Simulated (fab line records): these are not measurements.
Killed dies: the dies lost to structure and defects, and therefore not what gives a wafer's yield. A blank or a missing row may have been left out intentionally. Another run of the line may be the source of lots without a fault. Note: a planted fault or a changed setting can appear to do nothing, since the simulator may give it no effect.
A lot that was struck, set against a sound lot / flow rit-cmos / 44 out of 202 route steps
Sound: these wafers, L919.2, L919.3, L919.5. The struck wafers were L927.3, L927.4, L927.5. At the end, the cause is stated.
Each step with rows lists, per side, the tool, then ch with its chambers, then its first start. Under that, the readings that differ: sound wafers / struck wafers / difference of the means / sigmas: that difference in standard deviations of wafers without a fault.
alike: words and numbers the same on both sides, and readings whose means are apart by under 2 such deviations; not compared: readings that were withheld, readings missing a value for some wafer, numbers with overlapping values and no deviation given by the record, and bounds like >300 which may hide the same value.
Wherever a step has rows on one side only, a row that says differs or no value, or a row with sigmas, the two part there. Numbers that don't overlap but have no deviation are shown without sigmas and don't part them. A reading that every wafer of one side lacks parts them only if that side has two wafers or more.

first, 2 steps without rows for these wafers: RIT_NLDD_HARDBAKE_07 (time 60 s); RIT_NLDD_IMPLANT_08.
RIT_NLDD_STRIP_09: strips in O2, time 180 s.
  sound on plasma-asher-02 ch 0, day 4 20:38; struck on plasma-asher-04 ch 0,1, day 6 08:49
  alike: drypump-motor-current-A
  not compared: rf-hours-counter-h
RIT_NLDD_TW_MEAS_10:
  struck on film-metro-04, day 6 08:57; sound on film-metro-02, day 4 20:49
reading=NLDD_TW; sound=2565 2569 2558; struck=2517 2509 2512; difference=-51; sigmas=-2
then, 6 steps without rows for these wafers: RIT_PLDD_HMDS_00 (prime time 60 s); RIT_PLDD_COAT_01 (resist thk 982.6 nm); RIT_PLDD_SOFTBAKE_02 (time 60 s); RIT_PLDD_EXPOSE_03 (exposes mask M8, target cd 40900 nm); RIT_PLDD_PEB_04; RIT_PLDD_DEVELOP_05 (develop time 50 s).
RIT_PLDD_OVL_MEAS_06:
  struck on overlay-01, day 6 09:59; sound on overlay-02, day 4 21:51
reading=PLDD_OVL (nm); sound=3.9 1.9 3.3; struck=-1.3 -3.3 -2.6; difference=-5.4; sigmas=-4
then, 1 step without rows for these wafers: RIT_PLDD_HARDBAKE_07 (time 60 s).
RIT_PLDD_IMPLANT_08:
  sound on implanter-02 ch 0, day 4 22:03; struck on implanter-03 ch 0, day 6 10:12
  alike: tilt-deg
RIT_PLDD_STRIP_09: strips in O2, time 180 s.
  sound on plasma-asher-01 ch 0, day 4 22:11; struck on plasma-asher-01 ch 0,1, day 6 10:22
  alike: drypump-motor-current-A
  not compared: rf-hours-counter-h
RIT_PLDD_TW_MEAS_10:
  struck on film-metro-03, day 6 10:30; sound on film-metro-04, day 4 22:22
  alike: PLDD_TW
then, 4 steps without rows for these wafers: RIT_SPACER_CLEAN_00 (cleans in SC1, time 600 s); RIT_SPACER_CLEAN_01 (cleans in dHF, time 30 s); RIT_SPACER_CLEAN_02 (cleans in SC2, time 600 s); RIT_SPACER_CVD_03 (deposits Si3N4 from SiH2Cl2/NH3, target thk 250 nm, time 3300 s).
RIT_SPACER_THK_MEAS_04:
  struck on film-metro-02, day 6 12:55; sound on film-metro-04, day 5 00:42
  alike: SPACER_NITRIDE_THK
RIT_SPACER_ETCHBACK_05: etches Si3N4 in SF6/CHF3, stops on SiO2, target depth 250 nm, time 240 s.
  sound on rie-diel-03 ch 0,1,2, day 5 00:45; struck on rie-diel-02 ch 2,3, day 6 12:57
  alike: drypump-motor-current-A, oes-product-au, throttle-valve-pct
  not compared: rf-hours-counter-h
then, 6 steps without rows for these wafers: RIT_NSD_HMDS_00 (prime time 60 s); RIT_NSD_COAT_01 (resist thk 1000 nm); RIT_NSD_SOFTBAKE_02 (time 60 s); RIT_NSD_EXPOSE_03 (exposes mask M9, target cd 40700 nm); RIT_NSD_PEB_04; RIT_NSD_DEVELOP_05 (develop time 50 s).
RIT_NSD_OVL_MEAS_06:
  struck on overlay-02, day 6 14:05; sound on overlay-01, day 5 01:53
  alike: NSD_OVL
then, 2 steps without rows for these wafers: RIT_NSD_HARDBAKE_07 (time 60 s); RIT_NSD_IMPLANT_08.
RIT_NSD_STRIP_09: strips in O2, time 180 s.
  sound on plasma-asher-04 ch 0, day 5 02:13; struck on plasma-asher-04 ch 0,1, day 6 14:28
  alike: drypump-motor-current-A
  not compared: rf-hours-counter-h
RIT_NSD_TW_MEAS_10:
  struck on film-metro-02, day 6 14:36; sound on film-metro-03, day 5 02:24
reading=NSD_TW; sound=3122 3131 3119; struck=3199 3208 3212; difference=+82; sigmas=+3
then, 6 steps without rows for these wafers: RIT_PSD_HMDS_00 (prime time 60 s); RIT_PSD_COAT_01 (resist thk 1000 nm); RIT_PSD_SOFTBAKE_02 (time 60 s); RIT_PSD_EXPOSE_03 (exposes mask M10, target cd 40900 nm); RIT_PSD_PEB_04; RIT_PSD_DEVELOP_05 (develop time 50 s).
RIT_PSD_OVL_MEAS_06:
  struck on overlay-01, day 6 15:30; sound on overlay-02, day 5 03:22
  alike: PSD_OVL
then, 2 steps without rows for these wafers: RIT_PSD_HARDBAKE_07 (time 60 s); RIT_PSD_IMPLANT_08.
RIT_PSD_STRIP_09: strips in O2, time 180 s.
  sound on plasma-asher-01 ch 1, day 5 03:42; struck on plasma-asher-04 ch 0,1, day 6 15:53
  alike: drypump-motor-current-A
  not compared: rf-hours-counter-h
RIT_SDANNEAL_RS_MEAS_06: uses a four-point probe to measure.
  struck on film-metro-03, day 6 16:47; sound on film-metro-02, day 5 04:37
reading=PLDD_RS (ohm/sq); sound=179.5 179.5 180.0; struck=184.6 184.0 184.0; difference=+4.5; sigmas=+9
RIT_M1_PROBE_99:
  struck on prober-01, day 7 00:23; sound on prober-01, day 5 14:10
reading=model.etest.pldd.rs-ohm-sq-range; sound=14.44 8.941 8.606; struck=42.85 43.95 41.34; difference=+32.05; sigmas=
reading=model.etest.pldd.rs-ohm-sq-rim-less-centre; sound=-3.131 1.491 3.908; struck=-18.38 -21.98 -17.8; difference=-20.14; sigmas=
reading=model.etest.pmos_0p15.drive-ua-um-range; sound=5.527 3.88 3.617; struck=6.727 6.331 6.727; difference=+2.254; sigmas=
  alike: killed-at-contacts, killed-at-front-end, killed-dies, killed-open, killed-short

== WHERE THEY PART ==
Last at RIT_SDANNEAL_RS_MEAS_06 as far as this record goes, first at RIT_NLDD_TW_MEAS_10. Later steps at which nothing parts them and some readings are alike: RIT_M1_PROBE_99.

WHY: what had been put in by the simulator
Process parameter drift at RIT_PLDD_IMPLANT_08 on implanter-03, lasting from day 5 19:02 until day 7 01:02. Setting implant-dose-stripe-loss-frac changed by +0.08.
